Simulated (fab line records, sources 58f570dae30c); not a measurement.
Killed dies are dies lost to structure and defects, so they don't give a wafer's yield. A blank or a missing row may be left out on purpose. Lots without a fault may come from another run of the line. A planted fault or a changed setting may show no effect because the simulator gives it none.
A struck lot beside a sound one | flow berkeley_cmos170 | 15 steps out of a route of 331
Sound: wafers L542.2, L542.3, L542.6. Struck: wafers L552.3, L552.5, L552.6. The cause comes at the end.
At each step with rows: each side's tool, then ch and its chambers, then its first start. Under that, the readings that differ: sound wafers | struck wafers | difference of the means | sigmas: that difference in standard deviations of wafers without a fault.
alike: readings whose means differ by less than 2 such deviations, and words and numbers that are the same on both sides. not compared: withheld readings, readings that some wafer has no value for, bounds like >300 that may hide the same value, and numbers for which the record gives no deviation and whose values overlap.
The two part at a step that has a row with sigmas, a row that says differs or no value, or rows on one side only. Numbers that don't overlap but have no deviation are shown without sigmas and don't part them. A reading that every wafer of one side lacks parts them only if that side has two wafers or more.

UCB170_V2_ETCH_14: etches SiO2 in CHF3/CF4/Ar, stops on Al, target depth 1250 nm, time 291 s.
  sound on rie_diel-04 ch 0,1,2, day 9 15:26; struck on rie_diel-03 ch 0,1,3, day 12 13:35
  reading               | sound             | struck            | difference | sigmas
  oes_product_au (a.u.) | 0.909 0.886 0.892 | 0.838 0.863 0.864 | -0.041     | -3
  alike: cf4_flow_sccm, drypump_motor_current_A, rf_fwd_power_W, throttle_valve_pct
  not compared: rf_hours_counter_h
UCB170_V2_STRIP_15: strips in O2.
  sound on plasma_asher-03 ch 0,1, day 9 15:37; struck on plasma_asher-02 ch 0,1, day 12 13:48
  alike: drypump_motor_current_A, oes_product_au, strip_time_to_endpoint_s
  not compared: rf_hours_counter_h
UCB170_V2_CD_MEAS_90: target cd 700 nm.
  sound on cd_sem-02, day 9 15:44; struck on cd_sem-02, day 12 13:55
  alike: cd_nm
then, 1 step without rows for these wafers: UCB170_M3_PRE_CLEAN_00 (preclean etch time 60 s).
UCB170_M3_SPUTTER_01: material Al, target thk 900 nm, time 120 s.
  sound on pvd_sputter-04, day 9 15:54; struck on pvd_sputter-01, day 12 14:03
  alike: throttle_valve_pct
UCB170_M3_RS_MEAS_02: measures by four-point-probe.
  sound on film_metro-04, day 9 16:01; struck on film_metro-01, day 12 14:11
  alike: M3_AL_RS
UCB170_M3_THK_MEAS_03: measures by xrf.
  sound on film_metro-04, day 9 16:07; struck on film_metro-01, day 12 14:17
  alike: M3_AL_THK
then, 3 steps without rows for these wafers: UCB170_M3_HMDS_04 (prime time 60 s); UCB170_M3_COAT_05 (resist thk 900 nm); UCB170_M3_SOFTBAKE_06 (time 60 s).
UCB170_M3_STRIP_07: strips in O2.
  sound on plasma_asher-02 ch 0,1, day 9 16:49; struck on plasma_asher-02 ch 0,1, day 12 15:16
  alike: drypump_motor_current_A, oes_product_au, strip_time_to_endpoint_s
  not compared: rf_hours_counter_h
then, 1 step without rows for these wafers: UCB170_M3_STRIP_08 (strips KrF in DMSO, time 600 s).
UCB170_M3_COAT_09:
  sound on litho_track-04 ch 0, day 9 17:11; struck on litho_track-01 ch 0, day 12 15:44
  reading              | sound                | struck               | difference | sigmas
  spin_speed_rpm (rpm) | 3003.8 3001.5 2999.1 | 2952.8 2957.4 2953.1 | -47.0      | -24
  alike: exhaust_pa
then, 1 step without rows for these wafers: UCB170_M3_COAT_10 (resist thk 900 nm).
UCB170_M3_PROBE_99:
  the record has rows for the struck wafers here (prober-02, day 12 18:31) and none for the sound ones

WHERE THEY PART
First at UCB170_V2_ETCH_14; last, within this record, at UCB170_M3_PROBE_99.

WHY: what the simulator had put in
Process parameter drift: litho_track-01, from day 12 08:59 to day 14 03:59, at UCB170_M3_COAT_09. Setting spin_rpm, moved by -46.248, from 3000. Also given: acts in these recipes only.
